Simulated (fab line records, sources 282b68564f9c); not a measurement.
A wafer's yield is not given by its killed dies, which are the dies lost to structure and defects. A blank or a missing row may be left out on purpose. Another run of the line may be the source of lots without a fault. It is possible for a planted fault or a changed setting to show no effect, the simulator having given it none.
The tool behind it: which one? + flow rit cmos + Sampling: 14 lots, 42 wafers, 2 of 202 route steps

## WHAT EACH GAUGE READ, for each wafer
No reading from a measuring or inspecting step in the record can be judged against a usual standard deviation.

## WHAT TOOL EACH LOT RAN ON (gives the tool, then ch and the chambers of the sampled wafers, and finally the start)
| lot  | RIT_PLDD_COAT_01                 | RIT_M1_PROBE_99        |
|------|----------------------------------|------------------------|
| L682 | litho track-04 ch 0, day 3 00:43 | prober-01, day 3 15:41 |
| L683 | litho track-04 ch 0, day 3 05:55 | prober-02, day 3 21:02 |
| L684 | litho track-02 ch 0, day 3 11:04 | prober-01, day 4 02:05 |
| L685 | litho track-03 ch 0, day 3 14:55 | prober-02, day 4 05:48 |
| L686 | litho track-02 ch 0, day 3 18:48 | prober-01, day 4 09:44 |
| L688 | litho track-02 ch 0, day 4 09:45 | prober-01, day 5 00:49 |
| L689 | litho track-03 ch 0, day 4 12:08 | prober-02, day 5 03:21 |
| L690 | litho track-03 ch 0, day 4 15:46 | prober-01, day 5 06:23 |
| L691 | litho track-02 ch 0, day 4 21:17 | prober-02, day 5 13:23 |
| L697 | litho track-02 ch 0, day 6 06:26 | prober-02, day 6 20:56 |
| L698 | litho track-04 ch 0, day 6 19:43 | prober-01, day 7 10:52 |
| L699 | litho track-03 ch 0, day 6 19:58 | prober-02, day 7 12:22 |
| L700 | litho track-03 ch 0, day 7 09:13 | prober-01, day 8 00:06 |
| L704 | litho track-02 ch 0, day 8 16:48 | prober-01, day 9 08:40 |
- RIT_PLDD_COAT_01: resist thk 1000 nm.
- RIT_M1_PROBE_99

## WHAT THE TOOLS THEMSELVES READ (means of the sampled wafers that have a number; where no wafer has one, the mark that the record gives instead)
RIT_PLDD_COAT_01. Usual: spin speed rpm 3249.9 rpm, standard deviation 2.3.
| lot  | tool           | spin speed rpm (rpm) | flag |
|------|----------------|----------------------|------|
| L682 | litho track-04 | 3247.5               |      |
| L683 | litho track-04 | 3250.5               |      |
| L684 | litho track-02 | 3250.4               |      |
| L685 | litho track-03 | 3249.9               |      |
| L686 | litho track-02 | 3251.0               |      |
| L688 | litho track-02 | 3251.1               |      |
| L689 | litho track-03 | 3246.0               |      |
| L690 | litho track-03 | 3247.5               |      |
| L691 | litho track-02 | 3250.6               |      |
| L697 | litho track-02 | 3250.0               |      |
| L698 | litho track-04 | 3250.8               |      |
| L699 | litho track-03 | 3172.0               | OFF  |
| L700 | litho track-03 | 3172.5               | OFF  |
| L704 | litho track-02 | 3251.1               |      |

RIT_M1_PROBE_99. Usual: killed at contacts 0.1, standard deviation 0.25; killed at front end 7, standard deviation 3.3; killed dies 7, standard deviation 3.2; killed on rim 1.9, standard deviation 1.5; killed open 3.6, standard deviation 2.2; killed short 3.5, standard deviation 2.
| lot  | tool      | killed at contacts | killed at front end | killed dies | killed on rim | killed open | killed short | flag |
|------|-----------|--------------------|---------------------|-------------|---------------|-------------|--------------|------|
| L682 | prober-01 | 0.0                | 3                   | 3           | 0.7           | 1.3         | 1.7          |      |
| L683 | prober-02 | 0.0                | 9                   | 9           | 2.7           | 4.3         | 5.0          |      |
| L684 | prober-01 | 0.0                | 5                   | 5           | 1.0           | 2.3         | 3.0          |      |
| L685 | prober-02 | 0.0                | 5                   | 5           | 0.7           | 2.3         | 3.0          |      |
| L686 | prober-01 | 0.0                | 7                   | 7           | 1.0           | 4.0         | 3.3          |      |
| L688 | prober-01 | 0.0                | 6                   | 6           | 1.0           | 3.0         | 3.3          |      |
| L689 | prober-02 | 0.0                | 5                   | 5           | 1.7           | 1.3         | 3.3          |      |
| L690 | prober-01 | 0.7                | 9                   | 9           | 3.3           | 4.0         | 5.3          |      |
| L691 | prober-02 | 0.0                | 6                   | 6           | 1.0           | 5.0         | 1.3          |      |
| L697 | prober-02 | 0.0                | 6                   | 6           | 2.7           | 2.3         | 3.3          |      |
| L698 | prober-01 | 0.0                | 10                  | 10          | 3.7           | 5.3         | 4.3          |      |
| L699 | prober-02 | 0.0                | 5                   | 5           | 1.3           | 2.3         | 2.3          |      |
| L700 | prober-01 | 0.0                | 8                   | 8           | 1.7           | 5.7         | 2.3          |      |
| L704 | prober-01 | 0.0                | 7                   | 7           | 1.0           | 3.7         | 3.0          |      |

## THE ANSWER, worked out from the rows above alone
Rule: a lot counts as off when the mean over its wafers that have a number is more than 3 standard deviations away from the usual mean. A lot without any number at a reading at which 4 lots or more have one is off too. The other lots that the step has rows for count as sound. The gauges are gone through in route order, then the tools' own readings, and for those a lot's mean is taken as printed above. At the first step where some lot is off, the reading lying furthest off is the one used; lots without a number count as furthest.
Off at RIT_PLDD_COAT_01 (spin speed rpm): L699, L700.
If a tool, at that step or one of the process steps before it, ran each lot that is off and ran no sound lot following the first of them, it fits. One candidate fits, namely litho track-03 at RIT_PLDD_COAT_01. Its last sound lot is L690 (day 4 15:46), its first lot that is off L699 (day 6 19:58): a fault that began between those two fits.
The tool's own readings at RIT_PLDD_COAT_01 bear it out: on the lots that are off they differ by more than 5 times the standard deviation of the sound lots' means. spin speed rpm reads 3172.2 rpm there against 3249.7 rpm on the sound lots.

## WHAT HAD BEEN PUT IN BY THE SIMULATOR
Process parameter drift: litho track-03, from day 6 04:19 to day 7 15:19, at RIT_PLDD_COAT_01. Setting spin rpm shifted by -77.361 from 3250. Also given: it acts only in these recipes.
Struck lots among those shown: L699, L700. This agrees with what the rule above found.
